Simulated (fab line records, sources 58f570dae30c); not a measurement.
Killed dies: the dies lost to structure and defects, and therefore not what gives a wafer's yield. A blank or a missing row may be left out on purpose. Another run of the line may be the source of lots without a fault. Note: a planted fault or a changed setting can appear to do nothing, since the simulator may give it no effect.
Chamber matching / flow berkeley_cmos170 / rie_diel-04 running UCB170_M1_ETCH_11: 4 sister chambers
The step etches BARC in N2/H2. 4 wafers are shown with their chamber, then 9 later ones without.

## WAFERS, EACH WITH ITS CHAMBER
wafer=L469.1; chamber=1; throttle_valve_pct (%)=13.64
wafer=L472.2; chamber=3; throttle_valve_pct (%)=13.35
wafer=L472.3; chamber=2; throttle_valve_pct (%)=13.76
wafer=L472.6; chamber=0; throttle_valve_pct (%)=13.41

## WAFERS MISSING THEIR CHAMBER
wafer=L473.1; throttle_valve_pct (%)=13.34
wafer=L473.3; throttle_valve_pct (%)=13.42
wafer=L473.6; throttle_valve_pct (%)=13.38
wafer=L483.1; throttle_valve_pct (%)=13.75
wafer=L483.2; throttle_valve_pct (%)=13.66
wafer=L483.5; throttle_valve_pct (%)=13.75
wafer=L485.3; throttle_valve_pct (%)=13.75
wafer=L485.4; throttle_valve_pct (%)=13.40
wafer=L485.5; throttle_valve_pct (%)=13.75

## THE CHAMBER EACH PASSED THROUGH
wafer=L473.1; from the rows above=3; in truth=3
wafer=L473.3; from the rows above=0; in truth=0
wafer=L473.6; from the rows above=can't be placed: 0 or 3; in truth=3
wafer=L483.1; from the rows above=2; in truth=2
wafer=L483.2; from the rows above=1; in truth=1
wafer=L483.5; from the rows above=2; in truth=2
wafer=L485.3; from the rows above=2; in truth=2
wafer=L485.4; from the rows above=0; in truth=0
wafer=L485.5; from the rows above=2; in truth=2
8 of 9 placed correctly. Cannot be placed on the basis of these rows: 1; the candidates contain the true chamber in 1. Wrongly placed: 0.
How it was worked out, from the rows above alone: a wafer's distance from a chamber is the root of the sum, over the readings, of the square of ((its reading less the chamber's mean) divided by the reading's scatter). If the next closest chamber is less than 2 further off than the closest, the wafer can't be placed; otherwise it belongs to the closest. The mean given for a chamber averages the wafers shown for that chamber. The scatter: with one shown wafer a chamber, the root of the mean of the squares of how far each hidden wafer lies from its nearest shown one.
